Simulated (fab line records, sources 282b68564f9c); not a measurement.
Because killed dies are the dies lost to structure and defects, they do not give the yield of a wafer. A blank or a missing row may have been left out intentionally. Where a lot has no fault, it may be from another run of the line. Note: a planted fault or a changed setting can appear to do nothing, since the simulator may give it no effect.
fab line records -- flow rit_cmos
record: lots: 14, wafers: 42, last_day: 7
route steps=202 shown FOX2@23 M1@202
lots that met no fault: taken from a fault-free run of the same line
start_h: start of the lot's first displayed wafer, in hours after the record's first day -- wait_h: time in hours since the lot's previous step -- " as in the row above -- L1.1+2: one row covering several wafers at once -- - no value, or no start was given -- * or withheld: withheld -- < > ~ a bound
route shown NAME@n: a module of which the file shows steps, and the number in the route of the first -- usual: the fault-free wafers' mean and standard deviation -- same: alike in all rows -- chamber/n: place in a boat -- sites: readings site by site -- _std_site: standard deviation across them -- _edge_site: the outer-site mean with the inner-site mean subtracted -- radius_mm: for every site, how far away it sits from the centre of the wafer -- mask NAME#n: copy n -- behind: the tool/chamber that last shaped the wafer -- hold: why the lot went on hold/how many hours it stayed there/how the hold came to an end -- device: which transistor (n, p or np) failed to switch -- end of line: the tests these same wafers got at the end of their route -- a step without rows: its recipe alone -- killed: not the wafer's yield, but the dies lost to structure and defects at the first sort -- map: a wafer's dies, x killed, . not, _ none there
set.NAME: setting as actually run; set.NAME@STEP: the setting as run at that earlier step -- model.NAME: the simulator's own value behind a step, which no gauge read
steps of the route over a sample of lots; a table a step, a row a wafer
services: a tool's chamber out of use, with start hour (start_h, from the record's first day; less than 0 if before it), hours out, and reason
== steps ==
step: RIT_FOX2_OXIDATION_00
recipe: temp_c: 1100, ambient: H2O, target_thk_a: 3507, p_h2o_torr: 720, ox_time_s: 1130
usual: spike_tc_centre_C: 1103.0/1.6, zone_power_centre_pct: 57/4
lot.wafer,tool,chamber,start_h,wait_h,spike_tc_centre_C,zone_power_centre_pct
L721.1,furnace-01,0,19.82,0.0,1102.9,58
L721.3,furnace-01,0,19.82,0.0,1104.0,57
L721.5,furnace-01,0,19.82,0.0,1104.0,57
L723.2,furnace-04,0,28.67,0.0,1100.6,49
L723.4,furnace-04,0,28.67,0.0,1099.9,49
L723.6,furnace-04,0,28.67,0.0,1099.2,49
L725.1,furnace-01,0,38.49,0.2,1101.9,56
L725.2,furnace-01,0,38.49,0.2,1102.3,57
L725.6,furnace-01,0,38.49,0.2,1101.6,57
L727.1,furnace-04,0,50.47,0.8,1099.7,50
L727.2,furnace-04,0,50.47,0.8,1099.1,50
L727.3,furnace-04,0,50.47,0.8,1099.6,48
L728.2,furnace-03,0,54.51,0.0,1103.5,61
L728.4,furnace-03,0,54.51,0.0,1103.7,60
L728.6,furnace-03,0,54.51,0.0,1103.1,60
L729.3,furnace-04,0,58.36,0.0,1102.0,49
L729.4,furnace-04,0,58.36,0.0,1098.9,49
L729.5,furnace-04,0,58.36,0.0,1100.1,49
L730.1,furnace-03,0,67.43,2.0,1106.1,61
L730.4,furnace-03,0,67.43,2.0,1103.9,61
L730.6,furnace-03,0,67.43,2.0,1104.2,60
L731.1,furnace-04,0,70.03,0.1,1100.4,50
L731.5,furnace-04,0,70.03,0.1,1099.2,49
L731.6,furnace-04,0,70.03,0.1,1100.4,49
L732.2,furnace-01,0,72.85,0.0,1104.0,56
L732.3,furnace-01,0,72.85,0.0,1103.5,58
L732.4,furnace-01,0,72.85,0.0,1102.7,57
L733.1,furnace-03,0,79.05,0.0,1102.4,61
L733.2,furnace-03,0,79.05,0.0,1102.8,61
L733.3,furnace-03,0,79.05,0.0,1103.3,61
L734.2,furnace-03,0,83.80,0.0,1103.6,61
L734.5,furnace-03,0,83.80,0.0,1103.6,62
L734.6,furnace-03,0,83.80,0.0,1103.3,61
L735.1,furnace-03,0,87.30,0.0,1103.0,60
L735.3,furnace-03,0,87.30,0.0,1104.2,61
L735.6,furnace-03,0,87.30,0.0,1103.6,61
L738.4,furnace-03,0,103.77,0.0,1103.9,61
L738.5,furnace-03,0,103.77,0.0,1104.2,61
L738.6,furnace-03,0,103.77,0.0,1103.2,61
L739.1,furnace-03,0,115.86,1.9,1103.2,60
L739.3,furnace-03,0,115.86,1.9,1103.6,60
L739.5,furnace-03,0,115.86,1.9,1104.4,60
step: RIT_FOX2_THK_MEAS_01
recipe: reads: SiO2_of_FOX2_OXIDATION_00
usual: FOX2_OXIDE_THK: 350/6.6
lot.wafer,tool,chamber,start_h,wait_h,FOX2_OXIDE_THK[nm]
L721.1,film_metro-03,-,21.13,0.0,352
L721.3,film_metro-03,-,21.13,0.0,350
L721.5,film_metro-03,-,21.13,0.0,350
L723.2,film_metro-01,-,30.00,0.0,350
L723.4,film_metro-01,-,30.00,0.0,351
L723.6,film_metro-01,-,30.00,0.0,355
L725.1,film_metro-04,-,39.80,0.0,355
L725.2,film_metro-04,-,39.80,0.0,355
L725.6,film_metro-04,-,39.80,0.0,363
L727.1,film_metro-04,-,51.78,0.0,346
L727.2,film_metro-04,-,51.78,0.0,352
L727.3,film_metro-04,-,51.78,0.0,347
L728.2,film_metro-01,-,55.84,0.0,351
L728.4,film_metro-01,-,55.84,0.0,349
L728.6,film_metro-01,-,55.84,0.0,352
L729.3,film_metro-01,-,59.69,0.0,348
L729.4,film_metro-01,-,59.69,0.0,348
L729.5,film_metro-01,-,59.69,0.0,357
L730.1,film_metro-01,-,68.75,0.0,364
L730.4,film_metro-01,-,68.75,0.0,361
L730.6,film_metro-01,-,68.75,0.0,361
L731.1,film_metro-04,-,71.35,0.0,355
L731.5,film_metro-04,-,71.35,0.0,355
L731.6,film_metro-04,-,71.35,0.0,362
L732.2,film_metro-01,-,74.17,0.0,342
L732.3,film_metro-01,-,74.17,0.0,344
L732.4,film_metro-01,-,74.17,0.0,343
L733.1,film_metro-01,-,80.36,0.0,350
L733.2,film_metro-01,-,80.36,0.0,347
L733.3,film_metro-01,-,80.36,0.0,347
L734.2,film_metro-04,-,85.12,0.0,345
L734.5,film_metro-04,-,85.12,0.0,341
L734.6,film_metro-04,-,85.12,0.0,344
L735.1,film_metro-01,-,88.62,0.0,345
L735.3,film_metro-01,-,88.62,0.0,347
L735.6,film_metro-01,-,88.62,0.0,352
L738.4,film_metro-01,-,105.11,0.0,517
L738.5,film_metro-01,-,105.11,0.0,514
L738.6,film_metro-01,-,105.11,0.0,510
L739.1,film_metro-04,-,117.17,0.0,497
L739.3,film_metro-04,-,117.17,0.0,498
L739.5,film_metro-04,-,117.17,0.0,502
step: RIT_FOX2_THK_MEAS_90
recipe: reads: SiO2_of_FOX2_OXIDATION_00
usual: FIELD_OXIDE_LEFT_1_THK: 322/6.6
lot.wafer,tool,chamber,start_h,wait_h,FIELD_OXIDE_LEFT_1_THK[nm]
L721.1,film_metro-03,-,22.01,0.0,324
L721.3,film_metro-03,-,22.01,0.0,321
L721.5,film_metro-03,-,22.01,0.0,322
L723.2,film_metro-01,-,30.87,0.0,322
L723.4,film_metro-01,-,30.87,0.0,324
L723.6,film_metro-01,-,30.87,0.0,327
L725.1,film_metro-01,-,40.68,0.0,327
L725.2,film_metro-01,-,40.68,0.0,327
L725.6,film_metro-01,-,40.68,0.0,335
L727.1,film_metro-01,-,52.66,0.0,318
L727.2,film_metro-01,-,52.66,0.0,325
L727.3,film_metro-01,-,52.66,0.0,319
L728.2,film_metro-01,-,56.71,0.0,323
L728.4,film_metro-01,-,56.71,0.0,322
L728.6,film_metro-01,-,56.71,0.0,323
L729.3,film_metro-04,-,60.57,0.0,321
L729.4,film_metro-04,-,60.57,0.0,320
L729.5,film_metro-04,-,60.57,0.0,329
L730.1,film_metro-01,-,69.70,0.0,336
L730.4,film_metro-01,-,69.70,0.0,333
L730.6,film_metro-01,-,69.70,0.0,333
L731.1,film_metro-04,-,72.31,0.0,328
L731.5,film_metro-04,-,72.31,0.0,328
L731.6,film_metro-04,-,72.31,0.0,334
L732.2,film_metro-04,-,75.12,0.0,315
L732.3,film_metro-04,-,75.12,0.0,316
L732.4,film_metro-04,-,75.12,0.0,315
L733.1,film_metro-01,-,81.25,0.0,321
L733.2,film_metro-01,-,81.25,0.0,318
L733.3,film_metro-01,-,81.25,0.0,318
L734.2,film_metro-03,-,86.00,0.0,317
L734.5,film_metro-03,-,86.00,0.0,313
L734.6,film_metro-03,-,86.00,0.0,315
L735.1,film_metro-03,-,89.50,0.0,317
L735.3,film_metro-03,-,89.50,0.0,319
L735.6,film_metro-03,-,89.50,0.0,324
L738.4,film_metro-04,-,105.99,0.0,489
L738.5,film_metro-04,-,105.99,0.0,487
L738.6,film_metro-04,-,105.99,0.0,482
L739.1,film_metro-01,-,118.05,0.0,470
L739.3,film_metro-01,-,118.05,0.0,471
L739.5,film_metro-01,-,118.05,0.0,474
step: RIT_FOX2_THK_MEAS_91
recipe: reads: SiO2_of_FOX2_OXIDATION_00
usual: FIELD_OXIDE_LEFT_2_THK: 254/6.7
lot.wafer,tool,chamber,start_h,wait_h,FIELD_OXIDE_LEFT_2_THK[nm]
L721.1,film_metro-03,-,35.42,0.0,256
L721.3,film_metro-03,-,35.42,0.0,254
L721.5,film_metro-03,-,35.42,0.0,255
L723.2,film_metro-01,-,43.13,0.0,254
L723.4,film_metro-01,-,43.13,0.0,256
L723.6,film_metro-01,-,43.13,0.0,259
L725.1,film_metro-01,-,54.85,0.0,258
L725.2,film_metro-01,-,54.85,0.0,258
L725.6,film_metro-01,-,54.85,0.0,267
L727.1,film_metro-01,-,65.24,0.0,251
L727.2,film_metro-01,-,65.24,0.0,258
L727.3,film_metro-01,-,65.24,0.0,253
L728.2,film_metro-04,-,68.86,0.0,255
L728.4,film_metro-04,-,68.86,0.0,254
L728.6,film_metro-04,-,68.86,0.0,256
L729.3,film_metro-04,-,74.10,0.0,253
L729.4,film_metro-04,-,74.10,0.0,252
L729.5,film_metro-04,-,74.10,0.0,260
L730.1,film_metro-01,-,82.20,0.0,268
L730.4,film_metro-01,-,82.20,0.0,265
L730.6,film_metro-01,-,82.20,0.0,266
L731.1,film_metro-01,-,87.68,0.0,260
L731.5,film_metro-01,-,87.68,0.0,260
L731.6,film_metro-01,-,87.68,0.0,266
L732.2,film_metro-03,-,87.84,0.0,247
L732.3,film_metro-03,-,87.84,0.0,248
L732.4,film_metro-03,-,87.84,0.0,247
L733.1,film_metro-01,-,93.81,0.0,252
L733.2,film_metro-01,-,93.81,0.0,249
L733.3,film_metro-01,-,93.81,0.0,249
L734.2,film_metro-01,-,98.75,0.0,250
L734.5,film_metro-01,-,98.75,0.0,245
L734.6,film_metro-01,-,98.75,0.0,247
L735.1,film_metro-01,-,102.13,0.0,248
L735.3,film_metro-01,-,102.13,0.0,251
L735.6,film_metro-01,-,102.13,0.0,255
L738.4,film_metro-04,-,123.87,0.0,421
L738.5,film_metro-04,-,123.87,0.0,418
L738.6,film_metro-04,-,123.87,0.0,414
L739.1,film_metro-04,-,131.13,0.0,402
L739.3,film_metro-04,-,131.13,0.0,403
L739.5,film_metro-04,-,131.13,0.0,406
step: RIT_M1_PROBE_99
usual: killed_at_contacts: 0.0/0.16, killed_at_front_end: 6.9/2.9, killed_dies: 7.0/2.9, killed_open: 3.4/2.1, killed_short: 3.5/1.8
same: gross_dies: 264, killed_at_M0_to_M3: 0, killed_at_M4_up: 0, killed_at_back_side: 0, killed_at_other: 0
lot.wafer,tool,chamber,start_h,wait_h,killed_at_contacts,killed_at_front_end,killed_dies,killed_open,killed_short
L731.1,prober-01,-,112.92,0.1,0,9,9,5,4
L731.5,prober-01,-,113.12,0.2,0,3,3,2,1
L731.6,prober-01,-,113.17,0.2,0,7,7,4,3
L733.1,prober-01,-,122.53,0.1,0,4,4,2,2
L733.2,prober-01,-,122.58,0.1,0,8,8,3,5
L733.3,prober-01,-,122.63,0.2,0,7,7,4,3
L734.2,prober-02,-,124.08,0.1,0,2,2,2,0
L734.5,prober-02,-,124.23,0.2,1,7,8,3,5
L734.6,prober-02,-,124.28,0.2,0,7,7,4,3
L735.1,prober-01,-,132.49,0.1,0,8,8,4,4
L735.3,prober-01,-,132.59,0.2,0,7,7,4,3
L735.6,prober-01,-,132.74,0.2,0,5,5,3,2
killed by level:class
L731.1 GATE:geometric_particle:open=4 GATE:geometric_particle:short=4 REOX:geometric_particle:open=1
L731.5 FOX1:geometric_particle:open=1 FOX2:geometric_particle:short=1 SILICIDE:geometric_particle:open=1
L731.6 GATE:geometric_particle:open=2 FOX2:geometric_particle:open=1 FOX2:geometric_particle:short=1 GATE:geometric_particle:short=1 SPACER:geometric_particle:short=1 SILICIDE:geometric_particle:open=1
L733.1 FOX2:geometric_particle:open=1 GATE:geometric_particle:short=1 REOX:geometric_particle:open=1 SILICIDE:geometric_particle:short=1
L733.2 FOX2:geometric_particle:short=3 GATE:geometric_particle:short=1 GATE:geometric_particle:open=1 SPACER:geometric_particle:open=1 SILICIDE:geometric_particle:short=1 SILICIDE:geometric_particle:open=1
L733.3 GATE:geometric_particle:short=3 GATE:geometric_particle:open=3 SPACER:geometric_particle:open=1
L734.2 REOX:geometric_particle:open=1 SPACER:geometric_particle:open=1
L734.5 GATE:geometric_particle:short=5 GATE:geometric_particle:open=1 REOX:geometric_particle:open=1 CONTACT:geometric_particle:open=1
L734.6 SILICIDE:geometric_particle:short=2 FOX1:geometric_particle:short=1 GATE:geometric_particle:open=1 REOX:geometric_particle:open=1 SPACER:geometric_particle:open=1 SILICIDE:geometric_particle:open=1
L735.1 GATE:geometric_particle:short=2 FOX1:geometric_particle:open=1 FOX2:geometric_particle:open=1 FOX2:geometric_particle:short=1 GATE:geometric_particle:open=1 SILICIDE:geometric_particle:short=1 SILICIDE:geometric_particle:open=1
L735.3 GATE:geometric_particle:open=2 GATE:geometric_particle:short=2 FOX1:geometric_particle:short=1 SPACER:geometric_particle:open=1 SILICIDE:geometric_particle:open=1
L735.6 GATE:geometric_particle:short=2 REOX:geometric_particle:open=2 GATE:geometric_particle:open=1
== services ==
tool,chamber,start_h,hours,kind
furnace-04,-,4.18,2.3,pm
furnace-03,-,9.69,4.4,pm
furnace-03,-,107.63,3.7,pm
== key ==
first_sign: step: RIT_FOX2_THK_MEAS_01, reading: FOX2_OXIDE_THK, direction: up, sigmas: 24, usual: 350, struck: 506
effect: step: RIT_FOX2_THK_MEAS_90, reading: FIELD_OXIDE_LEFT_1_THK, direction: up, sigmas: 24, usual: 322, struck: 479
effect: step: RIT_FOX2_THK_MEAS_91, reading: FIELD_OXIDE_LEFT_2_THK, direction: up, sigmas: 23, usual: 254, struck: 411
met_at RIT_FOX2_OXIDATION_00
struck_lots L738,L739
tester_left_out L738,L739
onset_between 87.30 103.77
also_fits time
fault: kind: process_parameter_drift, tool: furnace-03, chamber: -, onset_h: 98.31, steps: RIT_FOX2_OXIDATION_00, channel: ox_time_s, offset: *, shape: step, end_h: 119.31, acts_in: *, stated: *
tester_left_out: of these lots the tester's yield and bins aren't shown, on N5 and GAA mostly nor the transistor test; their killed dies are dies lost to structure and defects alone, not to doping, threshold or leakage, so they don't give the yield
